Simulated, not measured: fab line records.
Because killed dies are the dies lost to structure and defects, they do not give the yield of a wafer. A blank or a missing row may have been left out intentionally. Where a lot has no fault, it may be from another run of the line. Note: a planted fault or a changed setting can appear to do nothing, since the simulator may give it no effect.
Which tool was responsible? | flow berkeley-cmos170 | 21 wafers from 7 lots sampled at 2 of the route's 331 steps

## WHAT THE GAUGES READ, wafer by wafer
UCB170_PLDD_TW_MEAS_11.
lot  | measured     | on            | PLDD_TW
L909 | day 7 15:09  | film-metro-01 | 1007 1009 1006
L906 | day 7 15:53  | film-metro-01 | 1002 1006 1007
L913 | day 8 19:59  | film-metro-02 | 1008 1009 1009
L919 | day 10 04:07 | film-metro-02 | 1093 1091 1094
L922 | day 11 04:20 | film-metro-03 | 1001 1007 1004
L924 | day 11 11:05 | film-metro-03 | 1011 999 1003
L926 | day 12 02:34 | film-metro-01 | 1008 1011 1007

## WHAT TOOL EACH LOT RAN ON (gives the tool, then ch and the chambers of the sampled wafers, and finally the start)
lot  | UCB170_PLDD_IMPLANT_09
L909 | implanter-03 ch 0, day 7 14:55
L906 | implanter-04 ch 0, day 7 15:38
L913 | implanter-04 ch 0, day 8 19:44
L919 | implanter-03 ch 0, day 10 03:52
L922 | implanter-02 ch 0, day 11 04:07
L924 | implanter-04 ch 0, day 11 10:52
L926 | implanter-02 ch 0, day 12 02:22
- UCB170_PLDD_IMPLANT_09

## THE ANSWER, worked out from the rows above alone
Rule: what is usual is taken from the lots themselves. Put in order of their means at a reading, lots are off if they are a third of the lots or fewer, leave a main group of 4 or more, and stand apart from it by a gap of 3 or more times the standard deviation of the main group's means; of several such gaps the widest counts. If all means in a main group match to the digits the tables above print for the reading, that group is not used. Also off: a lot with no number at a reading for which 4 or more lots have one. All remaining lots with rows at the step are treated as sound.
Off: L919, seen at UCB170_PLDD_TW_MEAS_11 (PLDD_TW). The main group has a mean of 1006 with a standard deviation of 2.
A tool fits if, at a process step before that reading, it ran every lot that is off, and no sound lot after the first of them. The gauges at UCB170_PLDD_TW_MEAS_11 are tried like those tools. 2 tools fit, implanter-03 at UCB170_PLDD_IMPLANT_09 and film-metro-02 at UCB170_PLDD_TW_MEAS_11, so this cannot tell which one it is.

## WHAT THE SIMULATOR HAD PUT IN
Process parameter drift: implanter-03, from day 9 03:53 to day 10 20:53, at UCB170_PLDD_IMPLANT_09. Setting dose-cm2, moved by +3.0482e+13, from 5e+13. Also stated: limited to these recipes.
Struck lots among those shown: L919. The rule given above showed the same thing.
